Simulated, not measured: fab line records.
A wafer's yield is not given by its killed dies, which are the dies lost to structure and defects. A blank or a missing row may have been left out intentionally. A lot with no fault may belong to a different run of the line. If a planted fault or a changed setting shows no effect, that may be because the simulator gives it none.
8D (eight disciplines) problem report, filled in by code ; flow ritCmos ; the parts of the form that need people (team, actions taken, sign-off) are left out

## 1. THE PROBLEM
Across 6 wafers from 2 lots, GATE_OXIDE_THK at RIT_GATE_THK_MEAS_07 averages 2.43 nm, while fault-free wafers read 3.03 nm with a standard deviation of 0.064. That puts it -9.3 standard deviations away from the usual mean.
Earliest sighting: wafer L894.3 on filmMetro-01 at day 6 04:04. Wafers with a number at this step in the record: 42, from 14 lots. Rule for "out" (also "out of limits"): further than 4 standard deviations from the usual mean. The other wafers with a number count as sound.

## 2. WHAT IT IS; WHAT IT IS NOT
question;is;is not
which readings at this step;GATE_OXIDE_THK;-
which lots;L894, L898;L876, L877, L878, L879, L880, L883, L884, L887, L888, L893, L895, L899
which wafers of those lots;all that have a number;-
read on which gauges;filmMetro-01, filmMetro-03;filmMetro-02
when;from day 6 04:04;"up to then (30 sound wafers); but 6 sound wafers of L895, L899 came after"

## 3. SUSPECTS, AND WHAT RULES EACH OUT
Counting: a tool at any process step up to the reading remains a suspect when it ran all the lots that are out and ran no sound lot after the first of those.
- the gauge at RIT_GATE_THK_MEAS_07: ruled out. 2 gauges (filmMetro-01, filmMetro-03) read the wafers that are out.
- furnace-02 at RIT_GATE_OXIDATION_05 (target thk 3 nm, ox time 270 s): kept. All lots that are out passed through it, beginning with L894 at day 6 02:44, and no sound lot followed; its final sound lot before that point was L893 at day 5 22:43. Its own readings are out on those wafers: spikeTcCentreC, spikeTcLoadC, spikeTcSourceC.
Left after counting: furnace-02 at RIT_GATE_OXIDATION_05.

## 4. THE CAUSE (what the simulator had put in)
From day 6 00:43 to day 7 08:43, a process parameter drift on furnace-02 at RIT_GATE_OXIDATION_05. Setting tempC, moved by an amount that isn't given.
After counting, this tool was the only one left.

## 5. THE CHAIN OF EFFECTS, in route order
Each row: a reading whose mean over the struck wafers that have a number lies more than 3 standard deviations from the usual. Only readings whose record carries a usual standard deviation are examined. hours: median over the lots of the time between each lot's start at the first step of this table that gives one and its start at this step. sigmas: the change, counted in usual standard deviations.
hours;step;reading;usual;on struck wafers;change;sigmas
0;RIT_GATE_OXIDATION_05;spikeTcCentreC;902.0 C;884.6;-17.4;-14
0;RIT_GATE_OXIDATION_05;spikeTcLoadC;926.5 C;910.7;-15.8;-7.2
0;RIT_GATE_OXIDATION_05;spikeTcSourceC;923.7 C;909.5;-14.2;-7.5
0;RIT_GATE_OXIDATION_05;zonePowerLoadPct;25.8 %;24.4;-1.4;-3.6
1;RIT_GATE_THK_MEAS_07;GATE_OXIDE_THK;3.03 nm;2.43;-0.60;-9.3
Here are the process steps it includes:
- RIT_GATE_OXIDATION_05: target thk 3 nm, ox time 270 s.

## 6. WHAT WOULD HAVE CAUGHT IT SOONER
Counted from the fault's start at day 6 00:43, it took 3 hours until the first out-of-limits reading at a measuring or inspecting step in this record, taken at day 6 04:04.
The tool's own readings at RIT_GATE_OXIDATION_05 were out on every struck wafer that the step has a row for (spikeTcCentreC, spikeTcLoadC, spikeTcSourceC): an alarm limit on them would have fired on the first of those.
L898, from the lots that are out (2), started RIT_GATE_OXIDATION_05 on furnace-02 later than day 6 04:04. It would have been spared by a hold on the tool at that moment.
